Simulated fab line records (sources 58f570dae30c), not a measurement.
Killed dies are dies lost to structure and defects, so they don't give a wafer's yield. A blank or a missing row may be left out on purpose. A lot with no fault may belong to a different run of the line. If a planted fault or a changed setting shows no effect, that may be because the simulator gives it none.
Split-lot experiment -- flow berkeley cmos170 -- 23 wafers read from 5 lots, route of 331 steps

== SPLIT DETAILS ==
At UCB170_M1_COAT_04 (resist thk 900 nm), the setting resist thk nm was moved away from the recipe's 900 nm on 5 of the 23 wafers read, by +2.3% to +5.8%. All remaining wafers had this setting at the recipe value.

== THE PATH FROM SPLIT TO READING: the file shows 1 step between them ==
- UCB170_M1_ETCH_11: etches BARC in N2/H2 (also split here: bias w)

== THE READING ==
KrF_of_M1_COAT_04.thk nm (the simulator's own value, which no gauge read), in nm, at UCB170_M1_METAL_ETCH_12 (etches Al in Cl2/BCl3, stops on PSG, target depth 780 nm, time 130 s). There is no usual value for it anywhere in the file. The 18 wafers here that ran the recipe average 433.4 nm, standard deviation 7.3 nm.

wafer,"tool, chamber at the split","resist thk nm as run, nm",against the recipe,"KrF_of_M1_COAT_04.thk nm, nm",against lot-mates on the recipe
L074.1,"litho track-01, 0",900,recipe,431.9,-
L074.2,"litho track-01, 0",900,recipe,435.2,-
L074.4,"litho track-01, 0",900,recipe,431.2,-
L075.1,"litho track-02, 0",900,recipe,425.9,-
L075.3,"litho track-02, 0",920.5,+2.3%,442.9,+14.4
L075.4,"litho track-02, 0",920.5,+2.3%,458.9,+30.4
L075.5,"litho track-02, 0",900,recipe,437.6,-
L075.6,"litho track-02, 0",900,recipe,421.9,-
L077.2,"litho track-04, 0",900,recipe,431.8,-
L077.3,"litho track-04, 0",900,recipe,428.6,-
L077.4,"litho track-04, 0",900,recipe,451.7,-
L077.5,"litho track-04, 0",900,recipe,448.1,-
L077.6,"litho track-04, 0",900,recipe,430,-
L078.1,"litho track-02, 0",952,+5.8%,483.5,+55.0
L078.3,"litho track-02, 0",900,recipe,422.4,-
L078.4,"litho track-02, 0",900,recipe,434.7,-
L078.5,"litho track-02, 0",952,+5.8%,469.6,+41.1
L078.6,"litho track-02, 0",952,+5.8%,489.6,+61.1
L081.1,"litho track-04, 0",900,recipe,435.5,-
L081.3,"litho track-04, 0",900,recipe,433.5,-
L081.4,"litho track-04, 0",900,recipe,432.2,-
L081.5,"litho track-04, 0",900,recipe,437.3,-
L081.6,"litho track-04, 0",900,recipe,431.4,-

THE FIT
A straight line over all 23 wafers: KrF_of_M1_COAT_04.thk nm changes by +8.19 nm for each +1% of resist thk nm; r = +0.91; the points scatter about the line by 7.8 nm.
The same after taking each lot's own level away (the mean of its wafers on the recipe; 23 wafers): +9.11 nm for each +1%; r = +0.94; scatter 7.1 nm.
On that fit, the largest move of resist thk nm shifts the reading by 53 nm.
Across the lots, their own levels run from 428.47 to 438.04 nm, a range of 1.3 times the standard deviation given above.
Hence the slope depends on the lot-to-lot level, as the two fits are not the same.
Check: for one of the wafers moved furthest among these (+5.8%), held out of the fit, the line's prediction against its lot-mates is +51.8 nm. Against them it came out at +55 nm.

== OTHER SPLITS ON THESE WAFERS ==
These wafers also went through other splits before the reading. Each is held against what the fit with the lots' levels taken away leaves over:
other split on the same wafers,wafers away from the commonest value,r with KrF_of_M1_COAT_04.thk nm (lot level and that fit taken away)
UCB170_PWELL_CVD_05 time s,15,+0.02
UCB170_PWELL_IMPLANT_15 dose cm2,10,+0.07
UCB170_PFIELD_IMPLANT_07 energy kev,6,-0.14
UCB170_PVT_IMPLANT_07 dose cm2,8,+0.25
UCB170_NLDD_IMPLANT_09 energy kev,7,+0.42
UCB170_NLDD_STRIP_10 o2 flow sccm,7,-0.20
UCB170_M1_ETCH_11 bias w,2,-0.13

== THE WHOLE CHAIN: every reading that the file lists as answering this split, in the file's order ==
step,what it does,reading,change (the file's fit),r (the file's)
UCB170_M1_COAT_04,resist thk 900 nm,"KrF_of_M1_COAT_04.thk nm (the simulator's own value, which no gauge read)",+8.97 nm for each +1% of the setting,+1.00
UCB170_M1_METAL_ETCH_12,"etches Al in Cl2/BCl3, stops on PSG, target depth 780 nm, time 130 s","KrF_of_M1_COAT_04.thk nm (the simulator's own value, which no gauge read)",+9.17 nm for each +1% of the setting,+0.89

== FILE'S OWN FIT ==
KrF_of_M1_COAT_04.thk nm changes by +9.17 nm for each +1% of resist thk nm, r = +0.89.
